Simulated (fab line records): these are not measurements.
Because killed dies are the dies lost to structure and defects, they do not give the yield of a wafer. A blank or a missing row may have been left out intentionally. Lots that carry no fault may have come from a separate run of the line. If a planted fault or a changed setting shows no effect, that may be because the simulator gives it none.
Which tool was responsible?    flow ritCmos    14 lots with 42 wafers sampled at 6 steps, on a route of 202 steps

== WHAT EACH GAUGE READ, for each wafer ==
RIT_GATE_OVL_MEAS_17. Usual: GATE_OVL typically reads 0.1 nm, with standard deviation 1.3.
lot   measured     on          GATE_OVL (nm)   flag
L714  day 2 18:46  overlay-01  -0.1 -2.0 -1.7  
L715  day 2 21:08  overlay-02  2.1 1.8 2.1     
L716  day 3 08:19  overlay-01  -0.3 -1.9 -0.3  
L717  day 3 08:34  overlay-01  -1.1 0.7 -0.9   
L718  day 3 13:30  overlay-01  1.2 1.4 0.0     
L720  day 3 21:14  overlay-02  -0.4 -0.1 0.6   
L719  day 3 21:32  overlay-01  -1.3 0.8 -0.7   
L722  day 4 04:38  overlay-01  -1.4 0.5 1.5    
L728  day 5 12:52  overlay-01  0.6 -0.8 -2.4   
L730  day 5 20:14  overlay-02  1.6 0.4 -0.8    
L733  day 6 12:28  overlay-02  3.0 2.9 2.8     
L735  day 6 23:15  overlay-02  -0.8 -0.2 -0.8  
L736  day 7 07:31  overlay-01  -0.4 2.0 1.5    
L737  day 7 09:04  overlay-02  -0.5 -1.1 -1.3  

RIT_PLDD_OVL_MEAS_06. Usual: PLDD_OVL typically reads -0.2 nm, with standard deviation 1.2.
lot   measured     on          PLDD_OVL (nm)   flag
L714  day 3 00:50  overlay-02  1.1 1.2 0.2     
L715  day 3 04:00  overlay-01  -1.2 -1.4 -0.6  
L716  day 3 15:23  overlay-02  0.8 -1.2 -0.2   
L717  day 3 15:37  overlay-01  0.0 1.3 0.2     
L718  day 3 19:41  overlay-01  -0.1 1.7 0.7    
L720  day 4 03:21  overlay-02  0.1 -0.3 0.4    
L719  day 4 05:20  overlay-02  -0.2 -0.9 2.0   
L722  day 4 11:41  overlay-02  -0.3 -1.3 0.0   
L728  day 5 18:57  overlay-02  -0.4 0.5 0.5    
L730  day 6 02:46  overlay-01  -0.1 -2.1 1.1   
L733  day 6 18:44  overlay-02  0.4 0.8 1.9     
L735  day 7 05:17  overlay-02  -0.9 -2.5 -0.2  
L736  day 7 14:22  overlay-01  -0.3 -1.2 -2.9  
L737  day 7 15:05  overlay-01  1.5 -0.9 -0.8   

RIT_M1_RS_MEAS_01: measures by four-point-probe. Usual: M1_AL_RS typically reads 0.0730 ohm/sq, with standard deviation 0.00067.
lot   measured     on            M1_AL_RS (ohm/sq)     flag
L714  day 3 10:52  filmMetro-02  0.0717 0.0726 0.0727  
L715  day 3 16:32  filmMetro-01  0.0731 0.0731 0.0737  
L716  day 4 02:23  filmMetro-02  0.0731 0.0728 0.0732  
L717  day 4 01:53  filmMetro-02  0.0732 0.0722 0.0716  
L718  day 4 05:59  filmMetro-04  0.0724 0.0730 0.0732  
L720  day 4 14:29  filmMetro-01  0.0727 0.0735 0.0727  
L719  day 4 16:23  filmMetro-01  0.0746 0.0739 0.0751  
L722  day 4 23:00  filmMetro-04  0.0729 0.0730 0.0725  
L728  day 6 05:29  filmMetro-01  0.0602 0.0598 0.0602  OFF
L730  day 6 14:18  filmMetro-02  0.0598 0.0598 0.0597  OFF
L733  day 7 07:36  filmMetro-02  0.0737 0.0739 0.0735  
L735  day 7 15:59  filmMetro-01  0.0740 0.0734 0.0733  
L736  day 8 00:48  filmMetro-04  0.0717 0.0715 0.0715  
L737  day 8 02:16  filmMetro-01  0.0730 0.0735 0.0740  

RIT_M1_THK_MEAS_02: measures by xrf. Usual: M1_AL_THK typically reads 405 nm, with standard deviation 3.8.
lot   measured     on            M1_AL_THK (nm)  flag
L714  day 3 10:57  filmMetro-02  413 407 406     
L715  day 3 16:40  filmMetro-01  407 409 403     
L716  day 4 02:29  filmMetro-02  404 403 401     
L717  day 4 01:59  filmMetro-02  402 410 412     
L718  day 4 06:05  filmMetro-04  405 402 404     
L720  day 4 14:36  filmMetro-01  411 406 410     
L719  day 4 16:30  filmMetro-01  399 401 397     
L722  day 4 23:07  filmMetro-04  404 403 406     
L728  day 6 05:37  filmMetro-01  492 495 494     OFF
L730  day 6 14:25  filmMetro-02  494 494 492     OFF
L733  day 7 07:43  filmMetro-02  405 403 403     
L735  day 7 16:06  filmMetro-01  398 404 406     
L736  day 8 00:55  filmMetro-04  413 412 414     
L737  day 8 02:23  filmMetro-01  404 403 400     

== TOOL THAT RAN EACH LOT (tool first, then ch and the chambers of the sampled wafers, then the start) ==
lot   RIT_SILICIDE_RTA_04             RIT_M1_SPUTTER_00
L714  rtpAnneal-01 ch 0, day 3 08:01  pvdSputter-03, day 3 10:30
L715  rtpAnneal-02 ch 0, day 3 13:37  pvdSputter-02, day 3 16:15
L716  rtpAnneal-02 ch 0, day 3 23:40  pvdSputter-02, day 4 02:04
L717  rtpAnneal-02 ch 0, day 3 23:05  pvdSputter-03, day 4 01:33
L718  rtpAnneal-01 ch 0, day 4 03:04  pvdSputter-03, day 4 05:40
L720  rtpAnneal-02 ch 0, day 4 11:37  pvdSputter-04, day 4 14:11
L719  rtpAnneal-01 ch 0, day 4 13:23  pvdSputter-03, day 4 16:05
L722  rtpAnneal-01 ch 0, day 4 19:59  pvdSputter-03, day 4 22:41
L728  rtpAnneal-01 ch 0, day 6 02:27  pvdSputter-02, day 6 05:12
L730  rtpAnneal-01 ch 0, day 6 11:16  pvdSputter-02, day 6 13:58
L733  rtpAnneal-02 ch 0, day 7 04:47  pvdSputter-03, day 7 07:16
L735  rtpAnneal-02 ch 0, day 7 13:04  pvdSputter-03, day 7 15:40
L736  rtpAnneal-01 ch 0, day 7 22:02  pvdSputter-04, day 8 00:29
L737  rtpAnneal-02 ch 0, day 7 23:12  pvdSputter-03, day 8 01:58
- RIT_SILICIDE_RTA_04: time 10 s, ramp up 5 s, ramp down 5 s.
- RIT_M1_SPUTTER_00: material Al, target thk 400 nm, time 500 s.

== WHAT THE TOOLS THEMSELVES READ (means of the sampled wafers that have a number; where no wafer has one, the mark that the record gives instead) ==
RIT_SILICIDE_RTA_04. Usual: wafer_temp_C_max reads 653.6 (standard deviation 1.2).
lot   tool          wafer_temp_C_max  flag
L714  rtpAnneal-01  652.8             
L715  rtpAnneal-02  655.3             
L716  rtpAnneal-02  653.9             
L717  rtpAnneal-02  654.3             
L718  rtpAnneal-01  652.6             
L720  rtpAnneal-02  654.2             
L719  rtpAnneal-01  652.6             
L722  rtpAnneal-01  652.6             
L728  rtpAnneal-01  652.4             
L730  rtpAnneal-01  652.3             
L733  rtpAnneal-02  655.4             
L735  rtpAnneal-02  655.6             
L736  rtpAnneal-01  652.3             
L737  rtpAnneal-02  654.0             

RIT_M1_SPUTTER_00. Usual: throttleValvePct reads 30.0 % (standard deviation 0.75).
lot   tool           throttleValvePct (%)  flag
L714  pvdSputter-03  29.5                  
L715  pvdSputter-02  30.2                  
L716  pvdSputter-02  30.9                  
L717  pvdSputter-03  29.4                  
L718  pvdSputter-03  29.5                  
L720  pvdSputter-04  30.9                  
L719  pvdSputter-03  29.5                  
L722  pvdSputter-03  29.4                  
L728  pvdSputter-02  30.0                  
L730  pvdSputter-02  30.1                  
L733  pvdSputter-03  29.6                  
L735  pvdSputter-03  29.5                  
L736  pvdSputter-04  30.8                  
L737  pvdSputter-03  29.4                  

== THE ANSWER, worked out from the rows above alone ==
Rule: take the mean of a lot's wafers that have a number; if it is more than 3 standard deviations from the usual mean, the lot is off. Also off: a lot with no number at a reading for which 4 or more lots have one. Where the step has rows for the other lots, those lots are counted as sound. First the gauges in route order, then the tools' own readings, where a lot's mean is used as printed above. At the first step where some lot is off, the reading lying furthest off is the one used; lots without a number count as furthest.
Off: at RIT_M1_RS_MEAS_01 (M1_AL_RS), L728, L730.
If a tool, at a process step before that reading, ran all the lots that are off and no sound lot after the first of them, it fits. Those tools and the gauges at RIT_M1_RS_MEAS_01 are tried in the same way. One candidate fits, namely pvdSputter-02 at RIT_M1_SPUTTER_00. Its last sound lot is L716 (day 4 02:04), its first lot that is off L728 (day 6 05:12): a fault that began between those two fits.

== WHAT WAS PUT IN BY THE SIMULATOR ==
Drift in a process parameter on pvdSputter-02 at RIT_M1_SPUTTER_00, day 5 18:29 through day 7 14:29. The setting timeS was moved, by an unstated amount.
Struck lots among those shown: L728, L730. The rule given above showed the same thing.
